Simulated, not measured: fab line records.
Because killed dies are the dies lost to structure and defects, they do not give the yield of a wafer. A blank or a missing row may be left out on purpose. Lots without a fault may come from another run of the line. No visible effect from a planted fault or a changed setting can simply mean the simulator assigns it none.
What tool caused it? / flow berkeleyCmos170 / Sampling: 13 lots, 39 wafers, 5 of 331 route steps

WHAT EACH GAUGE READ, for each wafer
UCB170_START_THK_MEAS_03. Usual: for START_OXIDE_THK the level is 20.6 nm and the standard deviation is 0.32.
lot=L133; measured=day 2 00:30; on=filmMetro-04; START_OXIDE_THK (nm)=20.1 20.2 20.2; flag=
lot=L134; measured=day 2 05:07; on=filmMetro-01; START_OXIDE_THK (nm)=20.7 20.6 20.7; flag=
lot=L135; measured=day 2 11:46; on=filmMetro-04; START_OXIDE_THK (nm)=21.2 20.7 20.8; flag=
lot=L136; measured=day 2 15:00; on=filmMetro-02; START_OXIDE_THK (nm)=20.4 20.2 20.4; flag=
lot=L137; measured=day 2 20:29; on=filmMetro-01; START_OXIDE_THK (nm)=20.5 20.4 20.6; flag=
lot=L138; measured=day 3 01:42; on=filmMetro-04; START_OXIDE_THK (nm)=20.2 20.3 20.2; flag=
lot=L139; measured=day 3 08:31; on=filmMetro-02; START_OXIDE_THK (nm)=20.5 20.7 20.6; flag=
lot=L141; measured=day 3 16:43; on=filmMetro-01; START_OXIDE_THK (nm)=20.7 20.6 20.5; flag=
lot=L142; measured=day 3 21:53; on=filmMetro-04; START_OXIDE_THK (nm)=20.5 20.9 20.8; flag=
lot=L143; measured=day 4 03:16; on=filmMetro-02; START_OXIDE_THK (nm)=20.8 21.3 20.7; flag=
lot=L144; measured=day 4 09:11; on=filmMetro-04; START_OXIDE_THK (nm)=20.6 20.6 20.3; flag=
lot=L145; measured=day 4 11:23; on=filmMetro-02; START_OXIDE_THK (nm)=20.6 20.4 20.1; flag=
lot=L149; measured=day 5 07:28; on=filmMetro-04; START_OXIDE_THK (nm)=19.9 19.7 19.8; flag=

UCB170_NWELL_THK_MEAS_05. Usual: for NWELL_NITRIDE_THK the level is 224.2 nm and the standard deviation is 1.9.
lot=L133; measured=day 2 16:53; on=filmMetro-01; NWELL_NITRIDE_THK (nm)=223.0 226.5 223.7; flag=
lot=L134; measured=day 2 22:50; on=filmMetro-01; NWELL_NITRIDE_THK (nm)=224.3 223.9 223.1; flag=
lot=L135; measured=day 3 06:05; on=filmMetro-03; NWELL_NITRIDE_THK (nm)=226.2 226.0 227.2; flag=
lot=L136; measured=day 3 06:07; on=filmMetro-01; NWELL_NITRIDE_THK (nm)=227.3 224.4 225.8; flag=
lot=L137; measured=day 3 14:39; on=filmMetro-01; NWELL_NITRIDE_THK (nm)=223.1 221.4 221.8; flag=
lot=L138; measured=day 3 19:30; on=filmMetro-04; NWELL_NITRIDE_THK (nm)=223.8 224.5 222.6; flag=
lot=L139; measured=day 4 03:57; on=filmMetro-04; NWELL_NITRIDE_THK (nm)=226.9 223.4 225.3; flag=
lot=L141; measured=day 4 09:47; on=filmMetro-04; NWELL_NITRIDE_THK (nm)=222.6 222.3 220.0; flag=
lot=L142; measured=day 4 12:22; on=filmMetro-04; NWELL_NITRIDE_THK (nm)=227.2 227.0 225.1; flag=
lot=L143; measured=day 4 22:26; on=filmMetro-03; NWELL_NITRIDE_THK (nm)=224.9 225.7 227.2; flag=
lot=L144; measured=day 5 05:04; on=filmMetro-03; NWELL_NITRIDE_THK (nm)=226.7 223.8 225.8; flag=
lot=L145; measured=day 5 05:04; on=filmMetro-01; NWELL_NITRIDE_THK (nm)=223.4 223.5 223.6; flag=
lot=L149; measured=day 6 01:12; on=filmMetro-04; NWELL_NITRIDE_THK (nm)=156.4 156.3 155.6; flag=OFF

UCB170_NVT_OVL_MEAS_06. Usual: for NVT_OVL the level is 1 nm and the standard deviation is 4.9.
lot=L133; measured=day 6 02:28; on=overlay-01; NVT_OVL (nm)=-7 -2 4; flag=
lot=L134; measured=day 6 08:19; on=overlay-01; NVT_OVL (nm)=-1 -5 0; flag=
lot=L135; measured=day 6 17:50; on=overlay-02; NVT_OVL (nm)=7 6 0; flag=
lot=L136; measured=day 6 17:51; on=overlay-01; NVT_OVL (nm)=5 6 9; flag=
lot=L137; measured=day 7 02:07; on=overlay-01; NVT_OVL (nm)=5 -4 2; flag=
lot=L138; measured=day 7 02:15; on=overlay-02; NVT_OVL (nm)=4 7 2; flag=
lot=L139; measured=day 7 11:06; on=overlay-01; NVT_OVL (nm)=-4 7 1; flag=
lot=L141; measured=day 7 17:00; on=overlay-02; NVT_OVL (nm)=5 -2 -4; flag=
lot=L142; measured=day 7 16:24; on=overlay-01; NVT_OVL (nm)=-1 -2 0; flag=
lot=L143; measured=day 8 07:29; on=overlay-01; NVT_OVL (nm)=-6 -7 -9; flag=
lot=L144; measured=day 8 07:34; on=overlay-02; NVT_OVL (nm)=-6 -4 -3; flag=
lot=L145; measured=day 8 07:25; on=overlay-02; NVT_OVL (nm)=15 5 -2; flag=
lot=L149; measured=day 9 03:23; on=overlay-01; NVT_OVL (nm)=4 -3 8; flag=

WHAT TOOL EACH LOT RAN ON (gives the tool, then ch and the chambers of the sampled wafers, and finally the start)
lot=L133; UCB170_NWELL_CVD_04=lpcvd-02 ch 0, day 2 14:56; UCB170_NWELL_ETCH_13=rieDiel-01 ch 0,2,3, day 2 17:48
lot=L134; UCB170_NWELL_CVD_04=lpcvd-02 ch 0, day 2 20:54; UCB170_NWELL_ETCH_13=rieDiel-04 ch 0,1,2, day 3 00:22
lot=L135; UCB170_NWELL_CVD_04=lpcvd-02 ch 1, day 3 04:10; UCB170_NWELL_ETCH_13=rieDiel-03 ch 1,2, day 3 07:30
lot=L136; UCB170_NWELL_CVD_04=lpcvd-02 ch 1, day 3 04:10; UCB170_NWELL_ETCH_13=rieDiel-04 ch 1,2, day 3 07:24
lot=L137; UCB170_NWELL_CVD_04=lpcvd-01 ch 0, day 3 12:38; UCB170_NWELL_ETCH_13=rieDiel-04 ch 0,2,3, day 3 15:46
lot=L138; UCB170_NWELL_CVD_04=lpcvd-02 ch 0, day 3 17:34; UCB170_NWELL_ETCH_13=rieDiel-03 ch 0,1,2, day 3 20:49
lot=L139; UCB170_NWELL_CVD_04=lpcvd-02 ch 1, day 4 02:00; UCB170_NWELL_ETCH_13=rieDiel-03 ch 0,3, day 4 04:52
lot=L141; UCB170_NWELL_CVD_04=lpcvd-02 ch 0, day 4 07:51; UCB170_NWELL_ETCH_13=rieDiel-04 ch 0,2,3, day 4 10:43
lot=L142; UCB170_NWELL_CVD_04=lpcvd-02 ch 0, day 4 10:26; UCB170_NWELL_ETCH_13=rieDiel-01 ch 1,3, day 4 13:36
lot=L143; UCB170_NWELL_CVD_04=lpcvd-01 ch 1, day 4 20:28; UCB170_NWELL_ETCH_13=rieDiel-04 ch 0,3, day 4 23:42
lot=L144; UCB170_NWELL_CVD_04=lpcvd-02 ch 0, day 5 03:08; UCB170_NWELL_ETCH_13=rieDiel-03 ch 0,2,3, day 5 06:29
lot=L145; UCB170_NWELL_CVD_04=lpcvd-02 ch 1, day 5 03:08; UCB170_NWELL_ETCH_13=rieDiel-01 ch 0,1, day 5 06:01
lot=L149; UCB170_NWELL_CVD_04=lpcvd-02 ch 0, day 5 23:14; UCB170_NWELL_ETCH_13=rieDiel-04 ch 2,3, day 6 02:26
- UCB170_NWELL_CVD_04: deposits Si3N4 from SiH2Cl2/NH3, target thk 224 nm, time 3360 s.
- UCB170_NWELL_ETCH_13: etches Si3N4 in CH3F/Ar/O2, stops on SiO2, target depth 246.4 nm, time 154 s.

WHAT THE TOOLS THEMSELVES READ (means of the sampled wafers that have a number; where no wafer has one, the mark that the record gives instead)
UCB170_NWELL_ETCH_13. Usual: drypumpMotorCurrentA 5.7 A, standard deviation 0.51; oesProductAu 0.937 a.u., standard deviation 0.015; throttleValvePct 8.03 %, standard deviation 0.18.
lot=L133; tool=rieDiel-01; drypumpMotorCurrentA (A)=5.8; oesProductAu (a.u.)=0.938; throttleValvePct (%)=8.01; flag=
lot=L134; tool=rieDiel-04; drypumpMotorCurrentA (A)=6.1; oesProductAu (a.u.)=0.931; throttleValvePct (%)=8.03; flag=
lot=L135; tool=rieDiel-03; drypumpMotorCurrentA (A)=5.8; oesProductAu (a.u.)=0.926; throttleValvePct (%)=8.21; flag=
lot=L136; tool=rieDiel-04; drypumpMotorCurrentA (A)=5.8; oesProductAu (a.u.)=0.946; throttleValvePct (%)=7.95; flag=
lot=L137; tool=rieDiel-04; drypumpMotorCurrentA (A)=6.1; oesProductAu (a.u.)=0.928; throttleValvePct (%)=7.99; flag=
lot=L138; tool=rieDiel-03; drypumpMotorCurrentA (A)=5.5; oesProductAu (a.u.)=0.929; throttleValvePct (%)=8.26; flag=
lot=L139; tool=rieDiel-03; drypumpMotorCurrentA (A)=5.4; oesProductAu (a.u.)=0.935; throttleValvePct (%)=8.07; flag=
lot=L141; tool=rieDiel-04; drypumpMotorCurrentA (A)=6.0; oesProductAu (a.u.)=0.925; throttleValvePct (%)=8.00; flag=
lot=L142; tool=rieDiel-01; drypumpMotorCurrentA (A)=5.8; oesProductAu (a.u.)=0.951; throttleValvePct (%)=7.81; flag=
lot=L143; tool=rieDiel-04; drypumpMotorCurrentA (A)=6.0; oesProductAu (a.u.)=0.947; throttleValvePct (%)=7.95; flag=
lot=L144; tool=rieDiel-03; drypumpMotorCurrentA (A)=5.3; oesProductAu (a.u.)=0.941; throttleValvePct (%)=8.20; flag=
lot=L145; tool=rieDiel-01; drypumpMotorCurrentA (A)=5.9; oesProductAu (a.u.)=0.949; throttleValvePct (%)=8.01; flag=
lot=L149; tool=rieDiel-04; drypumpMotorCurrentA (A)=5.7; oesProductAu (a.u.)=0.777; throttleValvePct (%)=7.86; flag=OFF

THE ANSWER, worked out from the rows above alone
Rule: a lot is off if the mean of its wafers that have a number lies more than 3 standard deviations from the usual mean. A lot without any number at a reading at which 4 lots or more have one is off too. Where the step has rows for the other lots, those lots are counted as sound. Order of review: gauges by route order, followed by the tools' own readings, for which a lot's mean as printed above is used. The first step at which some lot is off is used, and at that step the reading that is off furthest; a lot without a number counts as furthest.
Off: at UCB170_NWELL_THK_MEAS_05 (NWELL_NITRIDE_THK), L149.
If a tool, at a process step before that reading, ran all the lots that are off and no sound lot after the first of them, it fits. Not tried: the gauges at UCB170_NWELL_THK_MEAS_05; whatever is off there is also off at UCB170_NWELL_ETCH_13, on other tools, and gauge error can't account for it. One candidate fits, namely lpcvd-02 at UCB170_NWELL_CVD_04. Its last sound lot is L144 (day 5 03:08), its first lot that is off L149 (day 5 23:14): a fault that began between those two fits.

WHAT THE SIMULATOR PUT IN
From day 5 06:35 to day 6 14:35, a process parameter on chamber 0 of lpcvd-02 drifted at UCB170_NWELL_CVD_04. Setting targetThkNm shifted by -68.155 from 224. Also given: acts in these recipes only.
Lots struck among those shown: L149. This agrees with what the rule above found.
